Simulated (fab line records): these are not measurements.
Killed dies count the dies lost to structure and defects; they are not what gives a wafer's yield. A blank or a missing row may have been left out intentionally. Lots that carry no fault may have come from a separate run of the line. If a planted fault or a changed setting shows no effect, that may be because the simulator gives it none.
Matching of chambers | flow berkeley_cmos170 | 4 sister chambers for UCB170_V2_CMP_02 on cmp-02
The step polishes SiO2. 8 wafers are shown with their chamber, then 7 later ones without.

== EACH WAFER AND ITS CHAMBER ==
wafer  | chamber | motor_current_A (A) | slurry_filter_dp_kPa (kPa)
L771.2 | 1       | 18.0                | 13.37
L771.5 | 1       | 18.8                | 13.45
L771.6 | 2       | 15.4                | 13.42
L775.1 | 2       | 15.3                | 13.75
L775.2 | 3       | 16.0                | 13.56
L775.3 | 0       | 12.1                | 13.79
L778.3 | 3       | 16.8                | 13.18
L778.4 | 0       | 12.5                | 13.55

== WAFERS WHOSE CHAMBER IS MISSING ==
wafer  | motor_current_A (A) | slurry_filter_dp_kPa (kPa)
L778.6 | 16.4                | 13.53
L779.3 | 12.8                | 13.44
L779.4 | 18.2                | 13.57
L779.6 | 17.4                | 13.60
L786.1 | 17.6                | 13.61
L786.2 | 12.3                | 13.29
L786.3 | 15.5                | 13.63

== WHICH CHAMBER EACH WENT THROUGH ==
wafer  | from the rows above     | in truth
L778.6 | can't be placed: 3 or 2 | 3
L779.3 | 0                       | 0
L779.4 | 1                       | 1
L779.6 | can't be placed: 1 or 3 | 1
L786.1 | can't be placed: 1 or 3 | 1
L786.2 | 0                       | 0
L786.3 | 2                       | 2
Correctly placed: 4 of 7. Cannot be placed on the basis of these rows: 3; the candidates contain the true chamber in 3. Placed wrongly: 0.
How it was worked out, from the rows above alone: a wafer's distance from a chamber is the root of the sum, over the readings, of the square of ((its reading less the chamber's mean) divided by the reading's scatter). The wafer belongs to the nearest chamber; if the next one is less than 2 further off, it can't be placed. A chamber's mean is the mean of its shown wafers. The scatter: take each reading less its chamber's mean, square it, sum over the shown wafers, divide by the number of wafers less the number of chambers, and take the root.
